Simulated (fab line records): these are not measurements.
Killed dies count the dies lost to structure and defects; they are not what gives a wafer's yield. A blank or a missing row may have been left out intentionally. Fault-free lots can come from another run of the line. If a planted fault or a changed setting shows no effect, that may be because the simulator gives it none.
A struck lot beside a sound one | flow rit_cmos | 15 out of 202 route steps
Sound: these wafers, L968.1, L968.4, L968.6. Struck: wafers L974.1, L974.3, L974.5. The cause is named last.
Each step with rows lists, per side, the tool, then ch with its chambers, then its first start. Under that, the readings that differ: sound wafers | struck wafers | difference of the means | sigmas: that difference in standard deviations of wafers without a fault.
alike: words and numbers the same on both sides, and readings whose means are apart by under 2 such deviations; not compared: readings that were withheld, readings missing a value for some wafer, numbers with overlapping values and no deviation given by the record, and bounds like >300 which may hide the same value.
A row with sigmas, a row that says differs or no value, or rows on one side alone: a step with any of these is where the two part. Non-overlapping numbers with no deviation appear without sigmas and do not part them. A reading that every wafer of one side lacks parts them only if that side has two wafers or more.

RIT_SPACER_ETCHBACK_05: etches Si3N4 in SF6/CHF3, stops on SiO2, target depth 250 nm, time 240 s.
  sound on rie_diel-02 ch 1,3, day 4 01:14; struck on rie_diel-03 ch 0,2, day 5 06:17
  alike: drypump_motor_current_A, oes_product_au, throttle_valve_pct
  not compared: rf_hours_counter_h
then, 6 steps without rows for these wafers: RIT_NSD_HMDS_00 (prime time 60 s); RIT_NSD_COAT_01 (resist thk 1000 nm); RIT_NSD_SOFTBAKE_02 (time 60 s); RIT_NSD_EXPOSE_03 (exposes mask M9, target cd 40700 nm); RIT_NSD_PEB_04; RIT_NSD_DEVELOP_05 (develop time 50 s).
RIT_NSD_OVL_MEAS_06:
  sound on overlay-02, day 4 02:22; struck on overlay-02, day 5 07:24
  alike: NSD_OVL
then, 2 steps without rows for these wafers: RIT_NSD_HARDBAKE_07 (time 60 s); RIT_NSD_IMPLANT_08.
RIT_NSD_STRIP_09: strips in O2, time 180 s.
  sound on plasma_asher-03 ch 0,1, day 4 02:44; struck on plasma_asher-01 ch 0, day 5 07:44
  reading                     | sound       | struck      | difference | sigmas
  drypump_motor_current_A (A) | 6.4 6.4 6.4 | 5.4 5.4 5.4 | -1.0       | -2
  not compared: rf_hours_counter_h
RIT_NSD_TW_MEAS_10:
  sound on film_metro-04, day 4 02:55; struck on film_metro-01, day 5 07:55
  reading | sound          | struck         | difference | sigmas
  NSD_TW  | 3080 3079 3093 | 3139 3148 3122 | +52        | +2
RIT_PSD_HMDS_00: prime time 60 s.
  sound on litho_track-01 ch 0, day 4 02:59; struck on litho_track-04 ch 0, day 5 07:58
  reading          | sound                | struck               | difference | sigmas
  prime_temp_c (C) | 140.01 139.90 140.08 | 143.29 143.30 143.35 | +3.32      | +24
then, 1 step without rows for these wafers: RIT_PSD_COAT_01 (resist thk 1000 nm).
RIT_M1_PROBE_99:
  sound on prober-02, day 4 12:43; struck on prober-01, day 5 17:28
  alike: killed_at_contacts, killed_at_front_end, killed_dies, killed_open, killed_short

== WHERE THEY PART ==
First at RIT_NSD_STRIP_09; last, within this record, at RIT_PSD_HMDS_00. Later steps at which nothing parts them and some readings are alike: RIT_M1_PROBE_99.

WHY: what the simulator had put in
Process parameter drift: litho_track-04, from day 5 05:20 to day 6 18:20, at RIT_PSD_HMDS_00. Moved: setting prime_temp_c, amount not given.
